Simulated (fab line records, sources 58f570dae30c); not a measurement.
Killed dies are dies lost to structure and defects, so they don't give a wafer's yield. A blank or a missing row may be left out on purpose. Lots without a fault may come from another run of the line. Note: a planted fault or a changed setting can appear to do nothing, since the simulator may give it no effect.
Shared-tool check | flow berkeley-cmos170 | 14 lots, 42 wafers sampled

## WHY IT WAS OPENED
Of 14 lots, 2 have the reading PLDD_TW flagged at UCB170_PLDD_TW_MEAS_11. Fault-free wafers read 1018, with a standard deviation of 7.4.
Rule: flag the lot when none of its wafers has a number, or when each of its wafers that has one lies beyond 4 standard deviations from that mean. As for the other lots, they are considered sound.

lot  | measured     | on            | PLDD_TW, wafer by wafer | flag
L508 | day 7 04:32  | film-metro-02 | 1019 1019 1019          |
L510 | day 7 20:40  | film-metro-03 | 1012 1013 1012          |
L513 | day 8 07:40  | film-metro-02 | 1027 1024 1028          |
L514 | day 8 07:57  | film-metro-03 | 1016 1021 1016          |
L516 | day 9 07:31  | film-metro-02 | 984 988 988             | FLAGGED
L515 | day 9 08:04  | film-metro-03 | 971 974 975             | FLAGGED
L517 | day 9 08:04  | film-metro-01 | 1009 1010 1008          |
L520 | day 9 16:16  | film-metro-01 | 1006 1011 1011          |
L522 | day 10 07:43 | film-metro-03 | 1011 1014 1010          |
L525 | day 10 23:53 | film-metro-03 | 1015 1012 1012          |
L526 | day 10 23:53 | film-metro-02 | 1033 1032 1025          |
L524 | day 11 00:10 | film-metro-03 | 1010 1017 1009          |
L527 | day 11 15:44 | film-metro-01 | 1018 1022 1022          |
L531 | day 12 10:07 | film-metro-01 | 1015 1011 1019          |
Average over the flagged lots: 980; offset from the usual -38, equal to -5 standard deviations.

## WHICH TOOL EACH LOT WENT THROUGH
The record holds 2 process steps before the reading, out of a route of 331 steps. Read each cell as the tool, then ch plus the chambers that the sampled wafers visited, then the start.
lot  | flag    | UCB170_NVT_STRIP_08                  | UCB170_PLDD_IMPLANT_09
L508 |         | plasma-asher-04 ch 0,1, day 6 10:19  | implanter-01 ch 0, day 7 04:19
L510 |         | plasma-asher-04 ch 0,1, day 6 21:25  | implanter-04 ch 0, day 7 20:25
L513 |         | plasma-asher-01 ch 0,1, day 7 14:02  | implanter-02 ch 0, day 8 07:25
L514 |         | plasma-asher-02 ch 0,1, day 7 12:34  | implanter-01 ch 0, day 8 07:42
L516 | FLAGGED | plasma-asher-04 ch 0,1, day 8 10:16  | implanter-01 ch 0, day 9 07:16
L515 | FLAGGED | plasma-asher-01 ch 0,1, day 8 10:12  | implanter-01 ch 0, day 9 07:49
L517 |         | plasma-asher-01 ch 0,1, day 8 10:29  | implanter-02 ch 0, day 9 07:49
L520 |         | plasma-asher-01 ch 0,1, day 8 20:55  | implanter-04 ch 0, day 9 16:04
L522 |         | plasma-asher-01 ch 0,1, day 9 10:05  | implanter-04 ch 0, day 10 07:28
L525 |         | plasma-asher-04 ch 0,1, day 10 03:04 | implanter-04 ch 0, day 10 23:40
L526 |         | plasma-asher-02 ch 0,1, day 10 03:17 | implanter-02 ch 0, day 10 23:37
L524 |         | plasma-asher-04 ch 0,1, day 10 03:15 | implanter-04 ch 0, day 10 23:56
L527 |         | plasma-asher-01 ch 0,1, day 10 18:39 | implanter-04 ch 0, day 11 15:29
L531 |         | plasma-asher-01 ch 0,1, day 11 13:37 | implanter-02 ch 0, day 12 09:55
What is done by these steps:
- UCB170_NVT_STRIP_08: strips in O2.
- UCB170_PLDD_IMPLANT_09
- UCB170_PLDD_TW_MEAS_11

## FLAGGED OVER TOTAL, TOOL BY TOOL (the gauges that took the reading come last)
step                   | tool            | lots run | flagged | share of the flagged lots | sound lots run after its first flagged lot
UCB170_NVT_STRIP_08    | plasma-asher-01 | 7        | 1       | some                      | 5 (L517,L520,L522,L527,L531)
UCB170_NVT_STRIP_08    | plasma-asher-02 | 2        | 0       | none                      | -
UCB170_NVT_STRIP_08    | plasma-asher-04 | 5        | 1       | some                      | 2 (L525,L524)
UCB170_PLDD_IMPLANT_09 | implanter-01    | 4        | 2       | all                       | 0
UCB170_PLDD_IMPLANT_09 | implanter-02    | 4        | 0       | none                      | -
UCB170_PLDD_IMPLANT_09 | implanter-04    | 6        | 0       | none                      | -
UCB170_PLDD_TW_MEAS_11 | film-metro-01   | 4        | 0       | none                      | -
UCB170_PLDD_TW_MEAS_11 | film-metro-02   | 4        | 1       | some                      | 1 (L526)
UCB170_PLDD_TW_MEAS_11 | film-metro-03   | 6        | 1       | some                      | 3 (L522,L525,L524)

## WHAT THE TABLE PERMITS
All flagged lots share 1 row of the table, namely implanter-01 at UCB170_PLDD_IMPLANT_09.
- implanter-01 at UCB170_PLDD_IMPLANT_09: 2 of its 4 lots flagged. It ran its last sound lot, L514, at day 8 07:42 and its first flagged lot, L516, at day 9 07:16: a fault with its onset between the two fits. Its own readings (dose-ions-cm2, faraday-current-uA) fall more than 4 standard deviations out on all wafers of the flagged lots.
What remains is a single tool, implanter-01 at UCB170_PLDD_IMPLANT_09.

## WHAT WAS PUT IN BY THE SIMULATOR
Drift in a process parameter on implanter-01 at UCB170_PLDD_IMPLANT_09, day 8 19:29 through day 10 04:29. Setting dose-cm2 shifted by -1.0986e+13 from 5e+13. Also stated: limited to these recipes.
Shown lots that were struck: L516, L515. The same result came from the rule above.
